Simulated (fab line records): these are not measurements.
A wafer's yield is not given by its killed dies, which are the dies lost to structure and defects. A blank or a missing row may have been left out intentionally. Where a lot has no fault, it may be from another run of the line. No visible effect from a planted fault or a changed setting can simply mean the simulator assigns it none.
A lot that was struck, set against a sound lot / flow berkeleyCmos170 / 14 out of 331 route steps
Sound: wafers L446.2, L446.3, L446.5. The struck wafers were L452.2, L452.3, L452.5. The cause comes at the end.
Per side, at each step with rows, come the tool, then ch with its chambers, and then its first start. Under that, the readings that differ: sound wafers / struck wafers / difference of the means / sigmas: that difference in standard deviations of wafers without a fault.
alike: words and numbers the same on both sides, and readings whose means are apart by under 2 such deviations; not compared: readings that were withheld, readings missing a value for some wafer, numbers with overlapping values and no deviation given by the record, and bounds like >300 which may hide the same value.
A row with sigmas, a row that says differs or no value, or rows on one side alone: a step with any of these is where the two part. Numbers that don't overlap but have no deviation are shown without sigmas and don't part them. Lack of a reading on every wafer of one side parts them only where that side has two or more wafers.

UCB170_V2_BOW_MEAS_03:
  struck on filmMetro-04, day 9 09:44; sound on filmMetro-04, day 8 04:32
  alike: V2_BOW
UCB170_V2_THK_MEAS_04:
  struck on filmMetro-04, day 9 09:51; sound on filmMetro-04, day 8 04:38
  alike: V2_POLISHED_THK
then, 7 steps without rows for these wafers: UCB170_V2_CLEAN_05 (cleans in DIW); UCB170_V2_HMDS_06 (prime time 60 s); UCB170_V2_COAT_07 (resist thk 900 nm); UCB170_V2_SOFTBAKE_08 (time 60 s); UCB170_V2_EXPOSE_09 (exposes mask VIA2, target cd 700 nm); UCB170_V2_PEB_10; UCB170_V2_DEVELOP_11 (develop time 45 s).
UCB170_V2_CD_MEAS_12: target cd 700 nm.
  struck on cdSem-02, day 9 11:13; sound on cdSem-02, day 8 05:44
  alike: cdNm
UCB170_V2_OVL_MEAS_13:
  struck on overlay-02, day 9 11:19; sound on overlay-01, day 8 05:50
  alike: V2_OVL
UCB170_V2_ETCH_14: etches SiO2 in CHF3/CF4/Ar, stops on Al, target depth 1250 nm, time 291 s.
  sound on rieDiel-04 ch 1,2,3, day 8 05:52; struck on rieDiel-02 ch 1,2,3, day 9 11:21
  alike: drypumpMotorCurrentA, oesProductAu, throttleValvePct
  not compared: rfHoursCounterH
UCB170_V2_STRIP_15: strips in O2.
  sound on plasmaAsher-02 ch 0,1, day 8 06:02; struck on plasmaAsher-01 ch 0,1, day 9 11:32
  no value came back on the struck wafers for chamberPressureMTorr (mTorr), drypumpMotorCurrentA (A), oesProductAu (a.u.), stripTimeToEndpointS (s); on the sound wafers chamberPressureMTorr (mTorr) reads 3501 3497 3503
reading=model.KrF_of_V2_COAT_07.thkNm (nm); sound=0 0 0; struck=615.7 607.7 613.1; difference=+612.2; sigmas=
  not compared: rfHoursCounterH
UCB170_V2_CD_MEAS_90: target cd 700 nm.
  struck on cdSem-02, day 9 11:39; sound on cdSem-02, day 8 06:10
  alike: cdNm

== WHERE THEY PART ==
Only at UCB170_V2_STRIP_15, as far as this record shows. Later steps at which nothing parts them and some readings are alike: UCB170_V2_CD_MEAS_90.

WHY: the cause the simulator had injected
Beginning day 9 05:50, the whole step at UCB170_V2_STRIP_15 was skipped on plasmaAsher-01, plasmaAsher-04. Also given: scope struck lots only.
